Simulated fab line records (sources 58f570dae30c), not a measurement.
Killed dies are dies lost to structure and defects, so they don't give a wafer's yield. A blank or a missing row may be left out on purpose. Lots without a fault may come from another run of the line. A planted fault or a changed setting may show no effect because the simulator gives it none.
8D (eight disciplines) problem report, filled in by code -- flow berkeley cmos170 -- the parts of the form that need people (team, actions taken, sign-off) are left out

## 1. THE PROBLEM
UCB170_M3_ETCH_17, chamber pressure mTorr: mean 14.988 mTorr over 1 wafer from 1 lot; wafers with no fault: 29.999 mTorr, standard deviation 0.029. That is -99 or more standard deviations from the usual mean.
The step: etches BARC in N2/H2.
Earliest sighting: wafer L636.6 on rie diel-01 at day 8 22:02. Wafers with a number at this step in the record: 39, from 13 lots. By rule, "out" or "out of limits" means more than 4 standard deviations away from the usual mean. The other wafers with a number count as sound.

## 2. WHAT IT IS AND WHAT IT IS NOT
question,is,is not
which readings at this step,chamber pressure mTorr,"drypump motor current A, h2 flow sccm, throttle valve pct"
which lots,L636,"L632, L633, L635, L646, L647, L648, L649, L650, L651, L653, L654, L655"
which wafers of those lots,L636.6,"L636.1, L636.3"
read on which tools,rie diel-01,"rie diel-03, rie diel-04"
when,from day 8 22:02,"up to then (11 sound wafers); but 27 sound wafers of L646, L647, L648, L649, L650, L651, L653, L654, L655 came after"

## 3. SUSPECTS, AND WHAT RULES EACH OUT
Counting: any tool at a process step up to the reading remains a suspect provided it ran every lot that is out. Sound lots after the first of them don't rule it out here, since some wafers of a struck lot are sound.
- rie diel-01 at UCB170_M3_ETCH_17 (etches BARC in N2/H2): kept. L636, the lot that is out, went through it at day 8 22:02; up to then, the latest sound lot through it was L635 at day 8 14:45. Out on those wafers are its own readings of chamber pressure mTorr.
- Within rie diel-01 at UCB170_M3_ETCH_17: the wafers that are out ran in chamber 2; their sound lot-mates ran in chambers 0, 1.
The count leaves rie diel-01 at UCB170_M3_ETCH_17.

## 4. THE CAUSE (what the simulator had put in)
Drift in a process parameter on rie diel-01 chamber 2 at UCB170_M3_ETCH_17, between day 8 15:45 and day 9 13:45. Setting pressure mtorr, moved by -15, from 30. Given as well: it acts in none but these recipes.
After counting, this tool was the only one left.

## 5. THE CHAIN OF EFFECTS, in route order
Each row: a reading whose mean over the struck wafers that have a number lies more than 3 standard deviations from the usual. Readings are gone through only where the record gives a usual standard deviation; hours: the median, over the lots, of the time from a lot's start at the first step in this table giving one to that lot's start at this step; sigmas: the change measured in usual standard deviations.
hours,step,reading,usual,on struck wafers,change,sigmas
0,UCB170_M3_ETCH_17,chamber pressure mTorr,29.999 mTorr,14.988,-15.011,-99 or more
0,UCB170_M3_ETCH_17,oes product au,1.00 a.u.,1.12,+0.12,+3.6
Here are the process steps it includes:
- UCB170_M3_ETCH_17: etches BARC in N2/H2.

## 6. HOW IT WOULD HAVE BEEN CAUGHT EARLIER
First out-of-limits reading in this record: day 8 22:02, which is 6 hours after fault onset at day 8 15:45.
